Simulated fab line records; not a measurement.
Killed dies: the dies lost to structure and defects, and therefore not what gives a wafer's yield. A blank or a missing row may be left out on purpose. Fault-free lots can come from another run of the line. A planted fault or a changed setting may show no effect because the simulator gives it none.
Split-lot experiment	flow berkeleyCmos170	5 lots, 23 wafers read, on a route of 331 steps

## ABOUT THE SPLIT
At UCB170_ACTIVE_EXPOSE_10 (exposes mask ACTIVE, target cd 1200 nm), the setting doseMj was moved away from the recipe's 20 on 10 of the 23 wafers read, by -4.8% to +5.4%. This setting was run at the recipe's value on the other wafers.

## FROM THE SPLIT TO THE READING: what the file shows between them, 5 steps
- UCB170_ACTIVE_PEB_11
- UCB170_ACTIVE_DEVELOP_12: develop time 45 s
- UCB170_ACTIVE_CD_MEAS_13: target cd 1200 nm
- UCB170_ACTIVE_ETCH_15: etches Si3N4 in CH3F/Ar/O2, stops on SiO2, target depth 242 nm, time 151 s
- UCB170_ACTIVE_STRIP_16: strips in O2

## THE READING
cdNm at UCB170_ACTIVE_CD_MEAS_90, given in nm (cd target 1200 nm). On this fab line, fault-free wafers typically give 1199.2 nm with a standard deviation of 1.3 nm.

wafer	tool, chamber at the split	doseMj as run	against the recipe	cdNm, nm	against lot-mates on the recipe
L074.1	krfScanner-01, 0	20	recipe	1200.0	-
L074.2	krfScanner-01, 0	20	recipe	1199.6	-
L074.3	krfScanner-01, 0	19.36	-3.2%	1204.4	+4.7
L074.4	krfScanner-01, 0	19.36	-3.2%	1205.7	+6.0
L074.5	krfScanner-01, 0	20	recipe	1199.5	-
L075.2	krfScanner-01, 0	20	recipe	1198.1	-
L075.4	krfScanner-01, 0	20	recipe	1199.2	-
L075.5	krfScanner-01, 0	20	recipe	1199.0	-
L077.1	krfScanner-01, 0	20	recipe	1197.7	-
L077.3	krfScanner-01, 0	21.05	+5.2%	1189.2	-8.5
L077.4	krfScanner-01, 0	21.05	+5.2%	1189.9	-7.8
L077.5	krfScanner-01, 0	20	recipe	1197.7	-
L077.6	krfScanner-01, 0	21.05	+5.2%	1189.2	-8.5
L081.1	krfScanner-01, 0	19.04	-4.8%	1205.8	+7.6
L081.2	krfScanner-01, 0	20	recipe	1197.8	-
L081.3	krfScanner-01, 0	20	recipe	1198.6	-
L081.4	krfScanner-01, 0	19.04	-4.8%	1207.2	+9.0
L081.5	krfScanner-01, 0	19.04	-4.8%	1207.7	+9.5
L084.2	krfScanner-02, 0	21.07	+5.4%	1189.4	-8.3
L084.3	krfScanner-02, 0	21.07	+5.4%	1188.2	-9.5
L084.4	krfScanner-02, 0	20	recipe	1198.6	-
L084.5	krfScanner-02, 0	20	recipe	1196.5	-
L084.6	krfScanner-02, 0	20	recipe	1198.1	-

FIT RESULTS
A straight line over all 23 wafers: cdNm changes by -1.79 nm for each +1% of doseMj; r = -0.99; the points scatter about the line by 0.9 nm.
The same after taking each lot's own level away (the mean of its wafers on the recipe; 23 wafers): -1.68 nm for each +1%; r = -0.99; scatter 0.65 nm.
That fit puts the effect of the largest move of doseMj on the reading at 9 nm.
Measured against the standard deviation above, the lots' own levels, which go from 1197.70 to 1199.70 nm, span 1.5 times it.
Hence the lot-to-lot level has little effect on the slope; both slopes agree.
Check: for one of the wafers moved furthest among these (+5.4%), held out of the fit, the line's prediction against its lot-mates is -8.94 nm. It came out at -8.33 nm against them.

## ADDITIONAL SPLITS CARRIED BY THESE WAFERS
Other splits were also applied to these wafers ahead of the reading. Each is held against what the fit with the lots' levels taken away leaves over:
other split on the same wafers	wafers away from the commonest value	r with cdNm (lot level and that fit taken away)
UCB170_START_OXIDATION_02 oxTimeS	15	+0.21
UCB170_ZERO_COAT_01 spinRpm	7	+0.17
UCB170_ZERO_DEVELOP_05 devTempC	10	+0.19
UCB170_PWELL_CVD_05 pressureMtorr	10	+0.06
UCB170_ACTIVE_CVD_05 pressureMtorr	10	+0.20

## THE WHOLE CHAIN: every reading that the file lists as answering this split, in the file's order
step	what it does	reading	change (the file's fit)	r (the file's)
UCB170_ACTIVE_CD_MEAS_13	target cd 1200 nm	cdNm	-1.71 nm for each +1% of the setting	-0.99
UCB170_ACTIVE_ETCH_15	etches Si3N4 in CH3F/Ar/O2, stops on SiO2, target depth 242 nm, time 151 s	ACTIVE.cdNm (the simulator's own value, which no gauge read)	-1.65 nm for each +1% of the setting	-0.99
UCB170_ACTIVE_CD_MEAS_90	target cd 1200 nm	cdNm	-1.68 nm for each +1% of the setting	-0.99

## THE FILE'S OWN FIT
cdNm changes by -1.68 nm for each +1% of doseMj, r = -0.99.
